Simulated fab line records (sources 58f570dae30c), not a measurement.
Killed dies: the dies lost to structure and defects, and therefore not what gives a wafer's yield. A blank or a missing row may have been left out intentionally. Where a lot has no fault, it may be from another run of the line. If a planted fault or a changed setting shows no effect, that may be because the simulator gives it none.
Code-filled problem report in 8D (eight disciplines) form | flow berkeley_cmos170 | the parts of the form that need people (team, actions taken, sign-off) are left out

== 1. THE ISSUE ==
Wafers free of any fault read 2222 (standard deviation 16) for NLDD_TW at UCB170_NLDD_TW_MEAS_11, against a mean of 2455 on 6 wafers of 2 lots. That puts it +15 standard deviations away from the usual mean.
First observed at day 9 19:59: wafer L200.2, on film_metro-01. The record has a number at this step for 42 wafers belonging to 14 lots. Rule for "out" (also "out of limits"): further than 4 standard deviations from the usual mean. Any other wafer with a number is counted as sound.

== 2. WHAT IT IS, WHAT IT ISN'T ==
question                    | is                     | is not
which readings at this step | NLDD_TW                | -
which lots                  | L200, L204             | L189, L190, L191, L192, L193, L194, L195, L202, L205, L209, L210, L212
which wafers of those lots  | all that have a number | -
read on which gauges        | film_metro-01          | film_metro-03, film_metro-04
when                        | from day 9 19:59       | up to then (21 sound wafers); but 15 sound wafers of L202, L205, L209, L210, L212 came after

== 3. THE SUSPECTS, EACH WITH WHAT RULES IT OUT ==
Counting: a tool at a process step up to the reading stays a suspect if it ran every lot that is out and no sound lot after the first of them.
- the gauge at UCB170_NLDD_TW_MEAS_11 has been ruled out. All the wafers that are out were read on film_metro-01, but those of them that UCB170_NLDD_IMPLANT_08 has rows for are out there too, on other tools.
- implanter-04 at UCB170_NLDD_IMPLANT_08: kept. It processed each lot that is out, first L200 at day 9 19:36, and no sound lot thereafter; up to then, the last sound lot it processed was L192 at day 8 02:31. Its own dose_ions_cm2, faraday_current_uA readings are out on those wafers.
The count leaves implanter-04 at UCB170_NLDD_IMPLANT_08.

== 4. THE CAUSE (what the simulator had put in) ==
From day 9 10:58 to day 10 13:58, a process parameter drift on implanter-04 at UCB170_NLDD_IMPLANT_08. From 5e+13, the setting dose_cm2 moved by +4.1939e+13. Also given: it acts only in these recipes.
Only this tool survived the counting.

== 5. THE CHAIN OF EFFECTS, in route order ==
Each row: a reading where the mean over the struck wafers with a number is more than 3 standard deviations away from the usual. Only readings whose record carries a usual standard deviation are examined. hours: median over the lots of the time between each lot's start at the first step of this table that gives one and its start at this step. sigmas: the change, counted in usual standard deviations.
hours | step                       | reading            | usual        | on struck wafers | change | sigmas
0     | UCB170_NLDD_IMPLANT_08     | dose_ions_cm2      | 5e+13        | 9e+13            | +4e+13 | +99 or more
0     | UCB170_NLDD_IMPLANT_08     | faraday_current_uA | 158          | 292              | +134   | +39
0     | UCB170_NLDD_TW_MEAS_11     | NLDD_TW            | 2222         | 2455             | +233   | +15
13    | UCB170_SDANNEAL_RS_MEAS_05 | NLDD_RS            | 616.8 ohm/sq | 484.4            | -132.4 | -99 or more
Here are the process steps it includes:
- UCB170_NLDD_IMPLANT_08
Later measuring or inspecting steps at which every struck wafer that the step has a row for has a number for every such reading, and none has moved that far: UCB170_M2_RS_MEAS_02.

== 6. WHAT WOULD HAVE CAUGHT IT SOONER ==
9 hours passed between the start of the fault at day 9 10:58 and the first reading out of limits at a measuring or inspecting step in this record, taken at day 9 19:59.
At UCB170_NLDD_IMPLANT_08, the tool's own readings (dose_ions_cm2, faraday_current_uA) were out on each struck wafer the step has a row for, so an alarm limit on them would have fired on the first such wafer.
L204, from the lots that are out (2), started UCB170_NLDD_IMPLANT_08 on implanter-04 later than day 9 19:59. A tool hold placed at that time would have kept it from harm.
